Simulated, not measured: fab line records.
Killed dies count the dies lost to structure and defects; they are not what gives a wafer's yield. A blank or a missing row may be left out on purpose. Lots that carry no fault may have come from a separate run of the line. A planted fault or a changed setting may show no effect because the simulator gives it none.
Which tool is to blame?    flow rit cmos    at 1 step of a route of 202, 15 lots with 45 wafers sampled

== WHAT THE GAUGES SHOWED, per wafer ==
No reading from a measuring or inspecting step in the record can be judged against a usual standard deviation.

== WHAT TOOL EACH LOT RAN ON (gives the tool, then ch and the chambers of the sampled wafers, and finally the start) ==
lot   RIT_NWELL_PEB_04
L119  litho track-02 ch 0, day 2 06:31
L123  litho track-03 ch 0, day 3 01:56
L124  litho track-02 ch 0, day 3 07:52
L125  litho track-03, day 3 12:28
L126  litho track-01, day 3 17:22
L127  litho track-02, day 3 21:51
L131  litho track-02 ch 0, day 4 19:09
L132  litho track-02 ch 0, day 4 22:58
L133  litho track-03 ch 0, day 5 04:40
L134  litho track-02 ch 0, day 5 08:56
L135  litho track-01 ch 0, day 5 14:50
L137  litho track-01 ch 0, day 6 00:25
L138  litho track-03 ch 0, day 6 05:08
L139  litho track-01 ch 0, day 6 10:47
L140  litho track-02 ch 0, day 6 15:01
- RIT_NWELL_PEB_04

== AS READ BY THE TOOLS THEMSELVES (means over the sampled wafers that have a number; for cases with no such wafer, the mark the record gives instead) ==
RIT_NWELL_PEB_04. Usual: 44.9 Pa for exhaust pa, sd 0.94.
lot   tool            exhaust pa (Pa)  flag
L119  litho track-02  46.0             
L123  litho track-03  44.0             
L124  litho track-02  46.6             
L125  litho track-03  -                OFF
L126  litho track-01  -                OFF
L127  litho track-02  -                OFF
L131  litho track-02  45.4             
L132  litho track-02  45.6             
L133  litho track-03  43.6             
L134  litho track-02  44.4             
L135  litho track-01  44.2             
L137  litho track-01  45.5             
L138  litho track-03  46.0             
L139  litho track-01  43.9             
L140  litho track-02  45.2             

== THE ANSWER, worked out from the rows above alone ==
Rule: a lot is off if the mean of its wafers that have a number lies more than 3 standard deviations from the usual mean. A lot without any number at a reading at which 4 lots or more have one is off too. The other lots that the step has rows for count as sound. Order of review: gauges by route order, followed by the tools' own readings, for which a lot's mean as printed above is used. At the first step where some lot is off, the reading lying furthest off is the one used; lots without a number count as furthest.
Off: L125, L126, L127, at RIT_NWELL_PEB_04 (exhaust pa). Without a number there: L125, L126, L127.
A tool fits if, at that step or a process step before it, it ran every lot that is off, and no sound lot after the first of them. Of those tried, none fits.

== WHAT WAS PUT IN BY THE SIMULATOR ==
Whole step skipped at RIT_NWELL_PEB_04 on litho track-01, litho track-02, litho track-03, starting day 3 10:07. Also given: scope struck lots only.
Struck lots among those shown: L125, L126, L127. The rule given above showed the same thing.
